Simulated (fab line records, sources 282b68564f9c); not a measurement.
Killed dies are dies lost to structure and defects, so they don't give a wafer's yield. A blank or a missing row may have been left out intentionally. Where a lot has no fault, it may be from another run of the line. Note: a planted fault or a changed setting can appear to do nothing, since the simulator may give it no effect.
Lot-split experiment || flow ritCmos || 23 wafers read from 5 lots, route of 202 steps

SPLIT DETAILS
At RIT_CONTACT_DEVELOP_07 (develop time 120 s), the setting developTimeS was moved away from the recipe's 120 s on 5 of the 23 wafers read, by -13.9% to +9.5%. All remaining wafers had this setting at the recipe value.

FROM THE SPLIT TO THE READING: what the file shows between them, 4 steps
- RIT_CONTACT_CD_MEAS_08: target cd 1000 nm
- RIT_CONTACT_HARDBAKE_10: time 60 s
- RIT_CONTACT_ETCH_11: etches SiO2 in CHF3/CF4/Ar, stops on TiSi2, target depth 480 nm, time 320 s
- RIT_CONTACT_STRIP_12: strips in O2, time 180 s (also split here: timeS)

THE READING
cdNm at RIT_CONTACT_CD_MEAS_90, given in nm (cd target 1000 nm). A value of 1000.0 nm with a standard deviation of 2.2 nm is what fault-free wafers of this fab line usually give.

{"wafer": "L077.1", "tool, chamber at the split": "lithoTrack-02, 0", "developTimeS as run, s": 103.3, "against the recipe": "-13.9%", "cdNm, nm": 989.2, "against lot-mates on the recipe": -13.1}
{"wafer": "L077.2", "tool, chamber at the split": "lithoTrack-02, 0", "developTimeS as run, s": 120, "against the recipe": "recipe", "cdNm, nm": 1003.3, "against lot-mates on the recipe": "-"}
{"wafer": "L077.3", "tool, chamber at the split": "lithoTrack-02, 0", "developTimeS as run, s": 103.3, "against the recipe": "-13.9%", "cdNm, nm": 990.4, "against lot-mates on the recipe": -11.9}
{"wafer": "L077.4", "tool, chamber at the split": "lithoTrack-02, 0", "developTimeS as run, s": 120, "against the recipe": "recipe", "cdNm, nm": 1001.3, "against lot-mates on the recipe": "-"}
{"wafer": "L077.6", "tool, chamber at the split": "lithoTrack-02, 0", "developTimeS as run, s": 103.3, "against the recipe": "-13.9%", "cdNm, nm": 988.5, "against lot-mates on the recipe": -13.8}
{"wafer": "L076.2", "tool, chamber at the split": "lithoTrack-02, 0", "developTimeS as run, s": 120, "against the recipe": "recipe", "cdNm, nm": 1000.6, "against lot-mates on the recipe": "-"}
{"wafer": "L076.3", "tool, chamber at the split": "lithoTrack-02, 0", "developTimeS as run, s": 120, "against the recipe": "recipe", "cdNm, nm": 1001.6, "against lot-mates on the recipe": "-"}
{"wafer": "L076.4", "tool, chamber at the split": "lithoTrack-02, 0", "developTimeS as run, s": 120, "against the recipe": "recipe", "cdNm, nm": 1002.1, "against lot-mates on the recipe": "-"}
{"wafer": "L080.2", "tool, chamber at the split": "lithoTrack-02, 0", "developTimeS as run, s": 120, "against the recipe": "recipe", "cdNm, nm": 1000.9, "against lot-mates on the recipe": "-"}
{"wafer": "L080.3", "tool, chamber at the split": "lithoTrack-02, 0", "developTimeS as run, s": 120, "against the recipe": "recipe", "cdNm, nm": 1000.0, "against lot-mates on the recipe": "-"}
{"wafer": "L080.4", "tool, chamber at the split": "lithoTrack-02, 0", "developTimeS as run, s": 120, "against the recipe": "recipe", "cdNm, nm": 999.4, "against lot-mates on the recipe": "-"}
{"wafer": "L080.5", "tool, chamber at the split": "lithoTrack-02, 0", "developTimeS as run, s": 120, "against the recipe": "recipe", "cdNm, nm": 1000.4, "against lot-mates on the recipe": "-"}
{"wafer": "L080.6", "tool, chamber at the split": "lithoTrack-02, 0", "developTimeS as run, s": 120, "against the recipe": "recipe", "cdNm, nm": 998.8, "against lot-mates on the recipe": "-"}
{"wafer": "L082.1", "tool, chamber at the split": "lithoTrack-01, 0", "developTimeS as run, s": 131.4, "against the recipe": "+9.5%", "cdNm, nm": 1006.1, "against lot-mates on the recipe": "+8.4"}
{"wafer": "L082.2", "tool, chamber at the split": "lithoTrack-01, 0", "developTimeS as run, s": 120, "against the recipe": "recipe", "cdNm, nm": 998.1, "against lot-mates on the recipe": "-"}
{"wafer": "L082.3", "tool, chamber at the split": "lithoTrack-01, 0", "developTimeS as run, s": 131.4, "against the recipe": "+9.5%", "cdNm, nm": 1006.7, "against lot-mates on the recipe": "+9.0"}
{"wafer": "L082.4", "tool, chamber at the split": "lithoTrack-01, 0", "developTimeS as run, s": 120, "against the recipe": "recipe", "cdNm, nm": 997.8, "against lot-mates on the recipe": "-"}
{"wafer": "L082.5", "tool, chamber at the split": "lithoTrack-01, 0", "developTimeS as run, s": 120, "against the recipe": "recipe", "cdNm, nm": 997.1, "against lot-mates on the recipe": "-"}
{"wafer": "L085.1", "tool, chamber at the split": "lithoTrack-03, 0", "developTimeS as run, s": 120, "against the recipe": "recipe", "cdNm, nm": 1001.1, "against lot-mates on the recipe": "-"}
{"wafer": "L085.2", "tool, chamber at the split": "lithoTrack-03, 0", "developTimeS as run, s": 120, "against the recipe": "recipe", "cdNm, nm": 1003.8, "against lot-mates on the recipe": "-"}
{"wafer": "L085.3", "tool, chamber at the split": "lithoTrack-03, 0", "developTimeS as run, s": 120, "against the recipe": "recipe", "cdNm, nm": 1002.5, "against lot-mates on the recipe": "-"}
{"wafer": "L085.4", "tool, chamber at the split": "lithoTrack-03, 0", "developTimeS as run, s": 120, "against the recipe": "recipe", "cdNm, nm": 1003.5, "against lot-mates on the recipe": "-"}
{"wafer": "L085.6", "tool, chamber at the split": "lithoTrack-03, 0", "developTimeS as run, s": 120, "against the recipe": "recipe", "cdNm, nm": 1004.3, "against lot-mates on the recipe": "-"}

THE FIT
A straight line over all 23 wafers: cdNm changes by +0.762 nm for each +1% of developTimeS; r = +0.91; the points scatter about the line by 2 nm.
The same after taking each lot's own level away (the mean of its wafers on the recipe; 23 wafers): +0.927 nm for each +1%; r = +0.99; scatter 0.84 nm.
On that fit, the largest move of developTimeS shifts the reading by 13 nm.
From 997.67 to 1003.04 nm: that is the span of the lots' own levels, equal to 2.4 times the standard deviation above.
So the slope is not independent of the lot-to-lot level: the two fits are not the same.
Check: for one of the wafers moved furthest among these (-13.9%), held out of the fit, the line's prediction against its lot-mates is -12.8 nm. Against them it came out at -13.1 nm.

THESE WAFERS: OTHER SPLITS
Before the reading, these wafers also passed through other splits. Each is held against what the fit with the lots' levels taken away leaves over:
{"other split on the same wafers": "RIT_SPACER_CVD_03 tempC", "wafers away from the commonest value": 15, "r with cdNm (lot level and that fit taken away)": "+0.00"}
{"other split on the same wafers": "RIT_NSD_IMPLANT_08 energyKev", "wafers away from the commonest value": 7, "r with cdNm (lot level and that fit taken away)": "+0.08"}
{"other split on the same wafers": "RIT_PSD_SOFTBAKE_02 tempC", "wafers away from the commonest value": 11, "r with cdNm (lot level and that fit taken away)": "+0.24"}
{"other split on the same wafers": "RIT_SDANNEAL_CLEAN_01 timeS", "wafers away from the commonest value": 15, "r with cdNm (lot level and that fit taken away)": "+0.00"}
{"other split on the same wafers": "RIT_SILICIDE_SPUTTER_01 powerW", "wafers away from the commonest value": 11, "r with cdNm (lot level and that fit taken away)": -0.22}
{"other split on the same wafers": "RIT_CONTACT_STRIP_12 timeS", "wafers away from the commonest value": 9, "r with cdNm (lot level and that fit taken away)": -0.14}

THE WHOLE CHAIN: every reading that the file lists as answering this split, in the file's order
{"step": "RIT_CONTACT_CD_MEAS_08", "what it does": "target cd 1000 nm", "reading": "cdNm", "change (the file's fit)": "+0.896 nm for each +1% of the setting", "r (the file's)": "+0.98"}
{"step": "RIT_CONTACT_ETCH_11", "what it does": "etches SiO2 in CHF3/CF4/Ar, stops on TiSi2, target depth 480 nm, time 320 s", "reading": "CONTACT.cdNm (the simulator's own value, which no gauge read)", "change (the file's fit)": "+0.913 nm for each +1% of the setting", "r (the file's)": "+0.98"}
{"step": "RIT_CONTACT_CD_MEAS_90", "what it does": "target cd 1000 nm", "reading": "cdNm", "change (the file's fit)": "+0.924 nm for each +1% of the setting", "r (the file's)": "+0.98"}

THE FILE'S OWN FIT
cdNm changes by +0.924 nm for each +1% of developTimeS, r = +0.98.
